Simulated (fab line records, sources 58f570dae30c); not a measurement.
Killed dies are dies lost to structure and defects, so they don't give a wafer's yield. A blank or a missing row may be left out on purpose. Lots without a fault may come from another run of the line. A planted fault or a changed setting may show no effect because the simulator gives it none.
One fault seen from 2 desks | flow berkeley_cmos170 | each desk has only its own numbers; what lay behind them comes last

THE METROLOGY DESK
What the gauges read, lot by lot, whatever tool the lot ran on: means of the sampled wafers that have a number. A lot is out of limits, marked OUT, if its mean lies more than 4 standard deviations from the usual mean; the brackets give that distance.
Columns: A = PSD_RS at UCB170_SDANNEAL_RS_MEAS_02, usual 75.6 ohm/sq; B = NSD_RS at UCB170_SDANNEAL_RS_MEAS_03, usual 37.29 ohm/sq; C = PLDD_RS at UCB170_SDANNEAL_RS_MEAS_04, usual 1032 ohm/sq; D = NLDD_RS at UCB170_SDANNEAL_RS_MEAS_05, usual 616.4 ohm/sq; E = SILICIDE_TI_RS at UCB170_SILICIDE_RS_MEAS_02, usual 26.1 ohm/sq; F = SILICIDE_TI_THK at UCB170_SILICIDE_THK_MEAS_03, usual 30.5 nm
lot  | first seen here | A    | B     | C    | D     | E    | F
L178 | day 8 12:32     | 75.7 | 37.42 | 1036 | 616.4 | 26.7 | 30.2
L177 | day 8 12:54     | 75.2 | 37.27 | 1028 | 614.8 | 26.0 | 30.7
L180 | day 9 00:14     | 75.5 | 37.34 | 1033 | 616.9 | 25.9 | 30.8
L182 | day 9 01:01     | 75.4 | 37.27 | 1030 | 616.7 | 25.9 | 30.8
L187 | day 10 13:34    | 76.0 | 37.37 | 1033 | 618.0 | 25.8 | 30.8
L196 | day 11 23:04    | 75.5 | 37.10 | 1032 | 615.2 | 26.3 | 30.5
This desk's finding: nothing out of limits on any of the 6 lots.

THE TOOL OWNER'S DESK: rtp_anneal-01
The tool's own readings at UCB170_SILICIDE_RTA_04 (time 15 s): means of the sampled wafers that have a number, for each lot that ran on this tool. A lot is out of limits, marked OUT, if its mean lies more than 4 standard deviations from the usual mean; the brackets give that distance.
Columns: A = lamp_power_pct at UCB170_SILICIDE_RTA_04, usual 8.929 %; B = wafer_temp_C_max at UCB170_SILICIDE_RTA_04, usual 652.4
lot  | first seen here | A                | B
L177 | day 8 13:39     | 8.947            | 652.4
L180 | day 9 00:59     | 8.837 (-5.7) OUT | 649.3 (-4.7) OUT
L182 | day 9 01:46     | 8.836 (-5.8) OUT | 649.3 (-4.7) OUT
This desk's finding: out of limits on L180, L182; first on L180, day 9 00:59 (lamp_power_pct at UCB170_SILICIDE_RTA_04). In limits: L177.

PUT TOGETHER
The tool owner's desk could have raised an alarm at day 9 00:59, on L180, L182.
The metrology desk saw nothing out of limits.
The metrology desk has L180, L182 on record, within its limits.
Of the lots named, all ran UCB170_SILICIDE_RTA_04 on rtp_anneal-01.

WHAT THE SIMULATOR HAD PUT IN
Process parameter drift: rtp_anneal-01, from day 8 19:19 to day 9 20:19, at UCB170_SILICIDE_RTA_04. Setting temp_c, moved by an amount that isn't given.
Lots struck among those shown: L180, L182.
Hours from the fault's start to each desk's first reading out of limits: the tool owner's desk, 6.
